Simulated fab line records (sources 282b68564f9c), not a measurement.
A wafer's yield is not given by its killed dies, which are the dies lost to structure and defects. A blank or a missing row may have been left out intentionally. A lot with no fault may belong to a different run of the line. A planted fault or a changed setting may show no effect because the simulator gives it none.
fab line records -- flow rit-cmos
[record] lots = 6, wafers = 18, last-day = 7
route steps=202 shown SPACER@127 NSD@131 PSD@142 SDANNEAL@153 PLDD@159 M1@202
lots with no fault: from the same line, run without faults
start-h: hours from the record's first day to the start of the lot's first wafer shown -- wait-h: hours from the lot's prior step to this one -- " as in the row above -- L1.1+2: several wafers, shown together as one row -- - no value, or no start was given -- * or withheld: withheld -- < > ~ a bound
route shown NAME@n: a module of which the file shows steps, and the number in the route of the first -- usual: mean/standard deviation of fault-free wafers -- same: alike in all rows -- chamber/n: place in a boat -- sites: per-site readings -- _std_site: standard deviation of those values -- _edge_site: mean of outer sites minus mean of inner sites -- radius-mm: for every site, how far away it sits from the centre of the wafer -- mask NAME#n: copy n -- behind: the tool/chamber that last shaped the wafer -- hold: what put the lot on hold/how long, in hours/how the hold closed -- device: the n, p or np transistor that did not switch -- end of line: tests of these same wafers at the route's end -- step lacking rows: just its recipe -- killed: the dies lost at the first sort to structure and to defects; this is not the yield of the wafer -- map: the dies of a wafer, with x for killed, . for not killed, _ for no die there
set.NAME: the setting as run; set.NAME@STEP: as run at that earlier step -- model.NAME: the simulator's own value behind a step, which no gauge read
lots at some steps of the route; a table a step, a row a wafer
services: the hour from which a tool's chamber was out of use, counted from the record's first day as start-h (under 0 if before that day), plus the number of hours and why
[[steps]]
[step RIT_SPACER_CLEAN_02]
[recipe] chemistry = SC2, mix = 3:3:50, time-s = 600, temp-c = 75, dry = n2-spin
[step RIT_SPACER_CVD_03]
[recipe] material = Si3N4, target-thk-nm = 250, temp-c = 810, precursor = SiH2Cl2/NH3, time-s = 3300, pressure-mtorr = 300, sih2cl2-flow-sccm = 60, nh3-flow-sccm = 150
[step RIT_SPACER_THK_MEAS_04]
[recipe] reads = Si3N4_of_SPACER_CVD_03
[usual] SPACER_NITRIDE_THK = 250.3/2.6
lot.wafer,tool,chamber,start-h,wait-h,SPACER_NITRIDE_THK[nm]
L995.2,film-metro-01,-,47.55,0.0,248.5
L995.3,film-metro-01,-,47.55,0.0,246.9
L995.4,film-metro-01,-,47.55,0.0,249.2
L101.1,film-metro-03,-,81.85,0.0,249.5
L101.2,film-metro-03,-,81.85,0.0,248.3
L101.5,film-metro-03,-,81.85,0.0,249.2
L105.1,film-metro-01,-,106.29,0.0,249.1
L105.3,film-metro-01,-,106.29,0.0,250.1
L105.6,film-metro-01,-,106.29,0.0,249.5
L106.1,film-metro-04,-,108.83,0.0,252.5
L106.2,film-metro-04,-,108.83,0.0,251.7
L106.6,film-metro-04,-,108.83,0.0,251.6
L110.1,film-metro-03,-,132.42,0.0,250.5
L110.3,film-metro-03,-,132.42,0.0,248.6
L110.6,film-metro-03,-,132.42,0.0,248.5
L114.1,film-metro-03,-,158.31,0.0,243.7
L114.3,film-metro-03,-,158.31,0.0,247.7
L114.6,film-metro-03,-,158.31,0.0,246.0
[step RIT_SPACER_ETCHBACK_05]
[recipe] target-depth-a = 2500, SF6_flow_sccm = 30, CHF3_flow_sccm = 30, target = Si3N4, chemistry = SF6/CHF3, pressure-mtorr = 40, rf-w = 250, time-s = 240, stop-on = SiO2
[usual] drypump-motor-current-A = 5.9/0.42, oes-product-au = 0.844/0.015, rf-fwd-power-W = 249.4/0.78, throttle-valve-pct = 10.33/0.15
[same] time-s = 240
lot.wafer,tool,chamber,start-h,wait-h,drypump-motor-current-A,oes-product-au,rf-fwd-power-W,rf-hours-counter-h,throttle-valve-pct
L995.2,rie-diel-02,3,47.60,0.0,6.6,0.817,249.1,49,10.39
L995.3,rie-diel-02,0,47.60,0.0,5.9,0.833,250.7,86,10.14
L995.4,rie-diel-02,0,47.60,0.0,5.9,0.842,250.2,-,10.13
L101.1,rie-diel-02,3,81.91,0.1,6.6,0.818,249.0,49,10.40
L101.2,rie-diel-02,1,81.91,0.1,5.9,0.846,250.0,141,10.46
L101.5,rie-diel-02,2,81.91,0.1,5.5,0.854,249.2,-,10.06
L105.1,rie-diel-04,2,106.35,0.1,6.7,0.840,249.2,20,10.44
L105.3,rie-diel-04,0,106.35,0.1,5.7,0.853,248.3,37,10.05
L105.6,rie-diel-04,2,106.35,0.1,6.7,0.840,250.0,-,10.44
L106.1,rie-diel-03,0,108.89,0.1,5.5,0.853,249.5,113,10.44
L106.2,rie-diel-03,2,108.89,0.1,5.9,0.833,248.4,162,10.44
L106.6,rie-diel-03,0,108.89,0.1,5.5,0.852,250.7,-,10.42
L110.1,rie-diel-04,1,132.48,0.1,5.3,0.849,248.5,115,10.26
L110.3,rie-diel-04,3,132.48,0.1,5.6,0.834,249.3,59,10.41
L110.6,rie-diel-04,2,132.48,0.1,6.7,0.845,249.5,-,10.44
L114.1,rie-diel-02,0,158.37,0.1,5.9,0.813,250.1,88,10.13
L114.3,rie-diel-02,3,158.37,0.1,6.6,0.807,248.3,51,10.38
L114.6,rie-diel-02,2,158.37,0.1,5.4,0.847,249.4,-,10.05
[step RIT_NSD_HMDS_00]
[recipe] prime-time-s = 60, prime-temp-c = 140
[step RIT_NSD_COAT_01]
[recipe] resist = NOVOLAK, spin-rpm = 3250, resist-thk-nm = 1000
[step RIT_NSD_SOFTBAKE_02]
[recipe] resist = NOVOLAK, temp-c = 90, time-s = 60
[step RIT_NSD_EXPOSE_03]
[recipe] mask-id = M9, na = 0.57, target-cd-nm = 40700, dose-mj = 250
[step RIT_NSD_PEB_04]
[recipe] resist = NOVOLAK, temp-c = withheld, time-s = withheld
[step RIT_NSD_DEVELOP_05]
[recipe] resist = NOVOLAK, develop-time-s = 50, dev-temp-c = 23
[step RIT_NSD_OVL_MEAS_06]
[usual] NSD_OVL = 0.5/1.5
lot.wafer,tool,chamber,start-h,wait-h,NSD_OVL[nm]
L995.2,overlay-01,-,48.73,-,3.9
L995.3,overlay-01,-,48.73,-,1.0
L995.4,overlay-01,-,48.73,-,1.8
L101.1,overlay-01,-,83.24,-,-1.1
L101.2,overlay-01,-,83.24,-,-2.2
L101.5,overlay-01,-,83.24,-,-0.5
L105.1,overlay-02,-,107.47,-,0.7
L105.3,overlay-02,-,107.47,-,1.1
L105.6,overlay-02,-,107.47,-,1.5
L106.1,overlay-01,-,109.89,-,-0.6
L106.2,overlay-01,-,109.89,-,0.8
L106.6,overlay-01,-,109.89,-,1.1
L110.1,overlay-01,-,133.61,-,1.8
L110.3,overlay-01,-,133.61,-,1.8
L110.6,overlay-01,-,133.61,-,1.5
L114.1,overlay-02,-,159.37,-,1.8
L114.3,overlay-02,-,159.37,-,2.4
L114.6,overlay-02,-,159.37,-,0.0
[step RIT_NSD_HARDBAKE_07]
[recipe] resist = NOVOLAK, temp-c = 140, time-s = 60
[step RIT_NSD_IMPLANT_08]
[recipe] species = P, energy-kev = 25, dose-cm2 = 1e+15, tilt-deg = 7
[usual] beam-on-s = 9.98/0.22
lot.wafer,tool,chamber,start-h,wait-h,beam-on-s
L995.2,implanter-02,0,48.94,0.1,9.82
L995.3,implanter-02,0,48.94,0.1,9.76
L995.4,implanter-02,0,48.94,0.1,10.16
L101.1,implanter-02,0,83.43,0.1,10.21
L101.2,implanter-02,0,83.43,0.1,9.97
L101.5,implanter-02,0,83.43,0.1,9.95
L105.1,implanter-01,0,107.66,0.1,9.93
L105.3,implanter-01,0,107.66,0.1,9.98
L105.6,implanter-01,0,107.66,0.1,10.06
L106.1,implanter-01,0,110.07,0.1,9.95
L106.2,implanter-01,0,110.07,0.1,9.58
L106.6,implanter-01,0,110.07,0.1,10.18
L106.1,implanter-01,0,110.39,0.3,9.39
L106.2,implanter-01,0,110.39,0.3,10.23
L106.6,implanter-01,0,110.39,0.3,10.50
L110.1,implanter-03,0,133.80,0.1,10.36
L110.3,implanter-03,0,133.80,0.1,9.94
L110.6,implanter-03,0,133.80,0.1,10.01
L110.1,implanter-03,0,134.11,0.3,10.16
L110.3,implanter-03,0,134.11,0.3,9.89
L110.6,implanter-03,0,134.11,0.3,10.21
L114.1,implanter-02,0,159.72,0.1,9.88
L114.3,implanter-02,0,159.72,0.1,10.00
L114.6,implanter-02,0,159.72,0.1,9.94
[step RIT_NSD_STRIP_09]
[recipe] chemistry = O2, time-s = 180, resist = NOVOLAK, platen-temp-c = withheld, power-w = 500, pressure-mtorr = 4000, o2-flow-sccm = 4000
[usual] drypump-motor-current-A = 5.8/0.42, o2-flow-sccm = 4001/13
[same] time-s = 180
lot.wafer,tool,chamber,start-h,wait-h,drypump-motor-current-A,o2-flow-sccm,rf-hours-counter-h
L995.2,plasma-asher-01,0,49.06,0.1,5.4,4001,41
L995.3,plasma-asher-01,0,49.06,0.1,5.4,4010,-
L995.4,plasma-asher-01,1,49.06,0.1,5.9,4013,-
L101.1,plasma-asher-01,1,83.58,0.1,6.0,4012,44
L101.2,plasma-asher-01,0,83.58,0.1,5.4,4006,44
L101.5,plasma-asher-01,1,83.58,0.1,5.9,3998,-
L105.1,plasma-asher-01,1,107.81,0.1,6.0,3997,47
L105.3,plasma-asher-01,1,107.81,0.1,6.0,4003,-
L105.6,plasma-asher-01,1,107.81,0.1,5.9,4000,-
L106.1,plasma-asher-02,1,110.58,0.2,5.5,4011,47
L106.2,plasma-asher-02,0,110.58,0.2,6.6,4011,47
L106.6,plasma-asher-02,0,110.58,0.2,6.6,4011,-
L110.1,plasma-asher-04,0,134.26,0.1,5.4,4008,48
L110.3,plasma-asher-04,0,134.26,0.1,5.4,3999,-
L110.6,plasma-asher-04,1,134.26,0.1,6.1,3962,-
L114.1,plasma-asher-04,0,159.87,0.1,5.4,3998,50
L114.3,plasma-asher-04,0,159.87,0.1,5.4,4007,-
L114.6,plasma-asher-04,1,159.87,0.1,6.1,4005,-
[step RIT_NSD_TW_MEAS_10]
[usual] NSD_TW = 3139/20
lot.wafer,tool,chamber,start-h,wait-h,NSD_TW
L995.2,film-metro-03,-,49.25,0.1,3129
L995.3,film-metro-03,-,49.25,0.1,3120
L995.4,film-metro-03,-,49.25,0.1,3128
L101.1,film-metro-03,-,83.75,0.1,3157
L101.2,film-metro-03,-,83.75,0.1,3173
L101.5,film-metro-03,-,83.75,0.1,3174
L105.1,film-metro-02,-,107.99,0.1,3156
L105.3,film-metro-02,-,107.99,0.1,3159
L105.6,film-metro-02,-,107.99,0.1,3160
L106.1,film-metro-02,-,110.76,0.1,3581
L106.2,film-metro-02,-,110.76,0.1,3565
L106.6,film-metro-02,-,110.76,0.1,3565
L110.1,film-metro-02,-,134.44,0.1,3536
L110.3,film-metro-02,-,134.44,0.1,3535
L110.6,film-metro-02,-,134.44,0.1,3547
L114.1,film-metro-03,-,160.05,0.1,3160
L114.3,film-metro-03,-,160.05,0.1,3171
L114.6,film-metro-03,-,160.05,0.1,3142
[step RIT_PSD_HMDS_00]
[recipe] prime-time-s = 60, prime-temp-c = 140
[step RIT_PSD_COAT_01]
[recipe] resist = NOVOLAK, spin-rpm = 3250, resist-thk-nm = 1000
[step RIT_PSD_SOFTBAKE_02]
[recipe] resist = NOVOLAK, temp-c = 90, time-s = 60
[step RIT_PSD_EXPOSE_03]
[recipe] mask-id = M10, na = 0.57, target-cd-nm = 40900, dose-mj = 250
[step RIT_PSD_PEB_04]
[recipe] resist = NOVOLAK, temp-c = withheld, time-s = withheld
[step RIT_PSD_DEVELOP_05]
[recipe] resist = NOVOLAK, develop-time-s = 50, dev-temp-c = 23
[step RIT_PSD_OVL_MEAS_06]
[usual] PSD_OVL = 1.0/1.3
lot.wafer,tool,chamber,start-h,wait-h,PSD_OVL[nm]
L995.2,overlay-02,-,50.28,-,-0.1
L995.3,overlay-02,-,50.28,-,0.3
L995.4,overlay-02,-,50.28,-,2.8
L101.1,overlay-02,-,84.66,-,2.1
L101.2,overlay-02,-,84.66,-,0.9
L101.5,overlay-02,-,84.66,-,0.7
L105.1,overlay-02,-,108.90,-,1.5
L105.3,overlay-02,-,108.90,-,1.0
L105.6,overlay-02,-,108.90,-,0.1
L106.1,overlay-01,-,111.67,-,1.1
L106.2,overlay-01,-,111.67,-,-1.1
L106.6,overlay-01,-,111.67,-,0.7
L110.1,overlay-02,-,135.46,-,1.4
L110.3,overlay-02,-,135.46,-,1.7
L110.6,overlay-02,-,135.46,-,0.2
L114.1,overlay-01,-,161.14,-,1.4
L114.3,overlay-01,-,161.14,-,0.5
L114.6,overlay-01,-,161.14,-,1.3
[step RIT_PSD_HARDBAKE_07]
[recipe] resist = NOVOLAK, temp-c = 140, time-s = 60
[step RIT_PSD_IMPLANT_08]
[recipe] species = BF2, energy-kev = 27, dose-cm2 = 5e+15, tilt-deg = 7
[step RIT_PSD_STRIP_09]
[recipe] chemistry = O2, time-s = 180, resist = NOVOLAK, platen-temp-c = withheld, power-w = 500, pressure-mtorr = 4000, o2-flow-sccm = 4000
[usual] drypump-motor-current-A = 5.7/0.46, o2-flow-sccm = 3999/13
[same] time-s = 180
lot.wafer,tool,chamber,start-h,wait-h,drypump-motor-current-A,o2-flow-sccm,rf-hours-counter-h
L995.2,plasma-asher-03,0,50.61,0.1,6.3,3997,26
L995.3,plasma-asher-03,0,50.61,0.1,6.3,3986,-
L995.4,plasma-asher-03,1,50.61,0.1,5.0,3991,-
L101.1,plasma-asher-03,1,85.00,0.1,5.0,3990,29
L101.2,plasma-asher-03,0,85.00,0.1,6.3,3985,29
L101.5,plasma-asher-03,1,85.00,0.1,5.0,3996,-
L105.1,plasma-asher-04,0,109.23,0.1,5.4,4000,46
L105.3,plasma-asher-04,0,109.23,0.1,5.4,3983,-
L105.6,plasma-asher-04,0,109.23,0.1,5.4,3991,-
L106.1,plasma-asher-04,1,112.00,0.1,6.1,3982,46
L106.2,plasma-asher-04,0,112.00,0.1,5.4,3996,46
L106.6,plasma-asher-04,0,112.00,0.1,5.4,4005,-
L110.1,plasma-asher-03,0,135.79,0.1,6.2,3997,34
L110.3,plasma-asher-03,1,135.79,0.1,5.0,3989,-
L110.6,plasma-asher-03,1,135.79,0.1,5.0,4004,-
L114.1,plasma-asher-03,1,161.55,0.1,5.0,4015,37
L114.3,plasma-asher-03,0,161.55,0.1,6.3,4005,-
L114.6,plasma-asher-03,0,161.55,0.1,6.3,4008,-
[step RIT_PSD_TW_MEAS_10]
[usual] PSD_TW = 3444/21
lot.wafer,tool,chamber,start-h,wait-h,PSD_TW
L995.2,film-metro-03,-,50.79,0.1,3450
L995.3,film-metro-03,-,50.79,0.1,3470
L995.4,film-metro-03,-,50.79,0.1,3432
L101.1,film-metro-01,-,85.17,0.1,3425
L101.2,film-metro-01,-,85.17,0.1,3420
L101.5,film-metro-01,-,85.17,0.1,3430
L105.1,film-metro-02,-,109.41,0.1,3455
L105.3,film-metro-02,-,109.41,0.1,3485
L105.6,film-metro-02,-,109.41,0.1,3468
L106.1,film-metro-02,-,112.18,0.1,3452
L106.2,film-metro-02,-,112.18,0.1,3439
L106.6,film-metro-02,-,112.18,0.1,3418
L110.1,film-metro-01,-,135.97,0.1,3437
L110.3,film-metro-01,-,135.97,0.1,3438
L110.6,film-metro-01,-,135.97,0.1,3430
L114.1,film-metro-01,-,161.72,0.1,3412
L114.3,film-metro-01,-,161.72,0.1,3426
L114.6,film-metro-01,-,161.72,0.1,3416
[step RIT_SDANNEAL_CLEAN_00]
[recipe] chemistry = SC1, mix = 3:3:50, time-s = 600, temp-c = 75
[step RIT_SDANNEAL_CLEAN_01]
[recipe] chemistry = dHF, dilution = 50:1, time-s = 30
[step RIT_SDANNEAL_CLEAN_02]
[recipe] chemistry = SC2, mix = 3:3:50, time-s = 600, temp-c = 75, dry = n2-spin
[step RIT_SDANNEAL_RTA_03]
[recipe] temp-c = 1050, time-s = 5, idle-temp-c = 600, ramp-up-c-per-s = 342, ramp-down-c-per-s = 171, cool-to-c = 600, ambient = N2
[usual] ramp-down-c-per-s = 171.00/0.029, wafer_temp_C_max = 1053.3/1
[same] time-s = 5
lot.wafer,tool,chamber,start-h,wait-h,ramp-down-c-per-s,wafer_temp_C_max
L995.2,rtp-anneal-02,0,51.22,0.0,171.01,1052.8
L995.3,rtp-anneal-02,0,51.22,0.0,171.02,1052.1
L995.4,rtp-anneal-02,0,51.22,0.0,171.01,1054.0
L101.1,rtp-anneal-02,0,85.63,0.0,170.99,1053.7
L101.2,rtp-anneal-02,0,85.63,0.0,170.99,1052.1
L101.5,rtp-anneal-02,0,85.63,0.0,171.01,1053.0
L105.1,rtp-anneal-02,0,109.85,0.0,170.95,1053.1
L105.3,rtp-anneal-02,0,109.85,0.0,170.98,1054.6
L105.6,rtp-anneal-02,0,109.85,0.0,171.03,1053.8
L106.1,rtp-anneal-01,0,112.62,0.0,171.02,1052.2
L106.2,rtp-anneal-01,0,112.62,0.0,170.97,1053.9
L106.6,rtp-anneal-01,0,112.62,0.0,170.99,1052.5
L110.1,rtp-anneal-02,0,136.51,0.0,170.95,1053.3
L110.3,rtp-anneal-02,0,136.51,0.0,170.94,1053.8
L110.6,rtp-anneal-02,0,136.51,0.0,170.97,1053.4
L114.1,rtp-anneal-01,0,162.18,0.0,171.00,1052.9
L114.3,rtp-anneal-01,0,162.18,0.0,171.03,1051.9
L114.6,rtp-anneal-01,0,162.18,0.0,171.03,1056.6
[step RIT_SDANNEAL_RS_MEAS_04]
[recipe] thk-meas-gauge = four-point-probe
[usual] PSD_RS = 115.9/0.32
lot.wafer,tool,chamber,start-h,wait-h,PSD_RS[ohm/sq]
L995.2,film-metro-01,-,51.29,0.1,115.7
L995.3,film-metro-01,-,51.29,0.1,115.9
L995.4,film-metro-01,-,51.29,0.1,115.4
L101.1,film-metro-03,-,85.69,0.0,115.9
L101.2,film-metro-03,-,85.69,0.0,115.4
L101.5,film-metro-03,-,85.69,0.0,115.8
L105.1,film-metro-01,-,109.91,0.0,116.0
L105.3,film-metro-01,-,109.91,0.0,116.0
L105.6,film-metro-01,-,109.91,0.0,115.9
L106.1,film-metro-01,-,112.68,0.0,116.6
L106.2,film-metro-01,-,112.68,0.0,116.3
L106.6,film-metro-01,-,112.68,0.0,116.1
L110.1,film-metro-02,-,136.57,0.0,116.2
L110.3,film-metro-02,-,136.57,0.0,116.3
L110.6,film-metro-02,-,136.57,0.0,115.9
L114.1,film-metro-01,-,162.24,0.0,115.7
L114.3,film-metro-01,-,162.24,0.0,116.1
L114.6,film-metro-01,-,162.24,0.0,116.1
[step RIT_SDANNEAL_RS_MEAS_05]
[recipe] thk-meas-gauge = four-point-probe
[usual] NSD_RS = 84.5/0.31
lot.wafer,tool,chamber,start-h,wait-h,NSD_RS[ohm/sq]
L995.2,film-metro-01,-,51.41,0.1,84.6
L995.3,film-metro-01,-,51.41,0.1,84.7
L995.4,film-metro-01,-,51.41,0.1,84.7
L101.1,film-metro-03,-,85.81,0.1,84.7
L101.2,film-metro-03,-,85.81,0.1,85.2
L101.5,film-metro-03,-,85.81,0.1,84.9
L105.1,film-metro-01,-,110.03,0.1,84.6
L105.3,film-metro-01,-,110.03,0.1,84.3
L105.6,film-metro-01,-,110.03,0.1,84.3
L106.1,film-metro-01,-,112.80,0.1,52.3
L106.2,film-metro-01,-,112.80,0.1,52.3
L106.6,film-metro-01,-,112.80,0.1,52.2
L110.1,film-metro-02,-,136.69,0.1,52.1
L110.3,film-metro-02,-,136.69,0.1,52.2
L110.6,film-metro-02,-,136.69,0.1,52.3
L114.1,film-metro-01,-,162.36,0.1,84.6
L114.3,film-metro-01,-,162.36,0.1,84.5
L114.6,film-metro-01,-,162.36,0.1,85.0
[step RIT_SDANNEAL_RS_MEAS_06]
[recipe] thk-meas-gauge = four-point-probe
[usual] PLDD_RS = 178.6/0.54
lot.wafer,tool,chamber,start-h,wait-h,PLDD_RS[ohm/sq]
L995.2,film-metro-01,-,51.53,0.1,178.6
L995.3,film-metro-01,-,51.53,0.1,178.6
L995.4,film-metro-01,-,51.53,0.1,177.9
L101.1,film-metro-03,-,85.93,0.1,178.5
L101.2,film-metro-03,-,85.93,0.1,178.0
L101.5,film-metro-03,-,85.93,0.1,178.7
L105.1,film-metro-01,-,110.15,0.1,178.3
L105.3,film-metro-01,-,110.15,0.1,178.7
L105.6,film-metro-01,-,110.15,0.1,179.1
L106.1,film-metro-01,-,112.92,0.1,179.3
L106.2,film-metro-01,-,112.92,0.1,178.9
L106.6,film-metro-01,-,112.92,0.1,179.1
L110.1,film-metro-02,-,136.81,0.1,179.2
L110.3,film-metro-02,-,136.81,0.1,179.0
L110.6,film-metro-02,-,136.81,0.1,179.0
L114.1,film-metro-01,-,162.48,0.1,178.8
L114.3,film-metro-01,-,162.48,0.1,179.1
L114.6,film-metro-01,-,162.48,0.1,179.3
[step RIT_M1_PROBE_99]
[usual] killed-at-contacts = 0.1/0.24, killed-at-front-end = 7/3.1, killed-dies = 7/3.1, killed-open = 3.3/1.9, killed-short = 3.9/2.1
[same] gross-dies = 264, killed_at_M0_to_M3 = 0, killed_at_M4_up = 0, killed-at-back-side = 0, killed-at-other = 0
lot.wafer,tool,chamber,start-h,wait-h,killed-at-contacts,killed-at-front-end,killed-dies,killed-open,killed-short
L101.1,prober-01,-,93.46,0.1,0,3,3,2,1
L101.2,prober-01,-,93.51,0.1,0,5,5,2,3
L101.5,prober-01,-,93.66,0.2,0,6,6,2,4
L105.1,prober-01,-,117.59,0.1,0,3,3,1,2
L105.3,prober-01,-,117.69,0.2,0,13,13,6,5
L105.6,prober-01,-,117.84,0.2,1,11,12,3,8
L106.1,prober-02,-,120.52,0.1,0,5,5,2,3
L106.2,prober-02,-,120.57,0.1,0,4,4,2,2
L106.6,prober-02,-,120.77,0.2,0,3,3,1,2
L110.1,prober-01,-,143.80,0.1,0,7,7,5,2
L110.3,prober-01,-,143.90,0.2,0,7,7,3,4
L110.6,prober-01,-,144.05,0.2,0,9,9,5,4
L114.1,prober-02,-,169.74,0.1,0,12,12,6,6
L114.3,prober-02,-,169.84,0.2,0,13,13,7,6
L114.6,prober-02,-,169.99,0.2,0,9,9,4,5
// killed by level:class
L101.1 GATE:geometric-particle:open=2 GATE:geometric-particle:short=1
L101.2 GATE:geometric-particle:short=2 GATE:geometric-particle:open=1 SPACER:geometric-particle:short=1 SILICIDE:geometric-particle:open=1
L101.5 FOX1:geometric-particle:short=2 SILICIDE:geometric-particle:short=2 GATE:geometric-particle:open=1 SPACER:geometric-particle:open=1
L105.1 GATE:geometric-particle:short=1 SPACER:geometric-particle:open=1 SILICIDE:geometric-particle:short=1
L105.3 GATE:geometric-particle:short=3 SPACER:geometric-particle:open=2 SILICIDE:geometric-particle:open=2 FOX1:geometric-particle:short=1 FOX2:geometric-particle:short=1 FOX2:geometric-particle:open=1 GATE:geometric-particle:open=1 NRETRO:coat-microbubble-printed=1
L105.6 GATE:geometric-particle:short=3 SPACER:geometric-particle:open=2 SILICIDE:geometric-particle:short=2 FOX1:geometric-particle:open=1 FOX1:geometric-particle:short=1 SPACER:geometric-particle:short=1 CONTACT:geometric-particle:short=1 PRETRO:coat-microbubble-printed=1
L106.1 FOX1:geometric-particle:short=1 FOX2:geometric-particle:open=1 GATE:geometric-particle:short=1 REOX:geometric-particle:open=1 SPACER:geometric-particle:short=1
L106.2 GATE:geometric-particle:short=1 REOX:geometric-particle:open=1 REOX:geometric-particle:short=1 SILICIDE:geometric-particle:open=1
L106.6 REOX:geometric-particle:open=1 SPACER:geometric-particle:short=1 SILICIDE:geometric-particle:short=1
L110.1 REOX:geometric-particle:open=3 GATE:geometric-particle:open=2 GATE:geometric-particle:short=1 SPACER:geometric-particle:short=1
L110.3 SPACER:geometric-particle:short=2 FOX1:geometric-particle:open=1 GATE:geometric-particle:short=1 GATE:geometric-particle:open=1 REOX:geometric-particle:open=1 SILICIDE:geometric-particle:short=1
L110.6 GATE:geometric-particle:open=2 REOX:geometric-particle:open=2 REOX:geometric-particle:short=2 FOX1:geometric-particle:short=1 FOX2:geometric-particle:open=1 SPACER:geometric-particle:short=1
L114.1 REOX:geometric-particle:short=6 REOX:geometric-particle:open=2 SPACER:geometric-particle:open=2 GATE:geometric-particle:open=1 SILICIDE:geometric-particle:open=1
L114.3 FOX2:geometric-particle:open=3 REOX:geometric-particle:short=3 SILICIDE:geometric-particle:open=2 FOX1:geometric-particle:open=1 GATE:geometric-particle:open=1 GATE:geometric-particle:short=1 SPACER:geometric-particle:short=1 SILICIDE:geometric-particle:short=1
L114.6 GATE:geometric-particle:short=2 REOX:geometric-particle:short=2 SILICIDE:geometric-particle:open=2 FOX1:geometric-particle:short=1 GATE:geometric-particle:open=1 SPACER:geometric-particle:open=1
[[services]]
tool,chamber,start-h,hours,kind
plasma-asher-03,-,27.16,14.6,pm
implanter-01,-,31.29,0.7,repair
plasma-asher-04,-,35.24,10.0,pm
implanter-01,-,38.64,4.0,pm
plasma-asher-02,-,44.58,1.2,repair
rie-diel-02,2,46.39,30.1,repair
plasma-asher-04,-,47.58,3.2,repair
rie-diel-03,3,58.70,7.6,repair
rie-diel-03,-,62.19,4.3,pm
rie-diel-03,1,81.59,80.9,repair
implanter-02,-,88.23,6.2,repair
plasma-asher-02,-,92.16,14.6,pm
rie-diel-04,2,107.10,10.3,repair
plasma-asher-01,-,108.75,9.0,pm
plasma-asher-01,0,108.75,9.0,vent-cycle
plasma-asher-01,1,108.75,9.0,vent-cycle
plasma-asher-03,-,112.93,2.7,repair
rie-diel-03,0,113.14,5.3,repair
rie-diel-02,2,115.89,2.3,repair
implanter-01,-,116.89,1.2,repair
plasma-asher-04,-,116.94,2.9,repair
plasma-asher-01,0,117.75,-,clean
plasma-asher-01,1,117.75,-,clean
rie-diel-03,2,139.80,4.2,repair
[[key]]
[first-sign] step = RIT_NSD_IMPLANT_08, reading = visit, direction = added
[effect] step = RIT_NSD_TW_MEAS_10, reading = NSD_TW, direction = up, sigmas = 21, usual = 3139, struck = 3555
[effect] step = RIT_SDANNEAL_RS_MEAS_05, reading = NSD_RS, direction = down, sigmas = 99+, usual = 84.5, struck = 52.2
met-at RIT_NSD_IMPLANT_08
struck-wafers L106.1,L106.2,L106.6,L110.1,L110.3,L110.6
tester-left-out L106,L110
[fault] kind = repeated-step-whole, tool = implanter-01,implanter-02,implanter-03, chamber = -, onset-h = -, steps = RIT_NSD_IMPLANT_08, times = 1, scope = struck-lots-only
// tester-left-out: of these lots the tester's yield and bins aren't shown, on N5 and GAA mostly nor the transistor test; their killed dies are dies lost to structure and defects alone, not to doping, threshold or leakage, so they don't give the yield
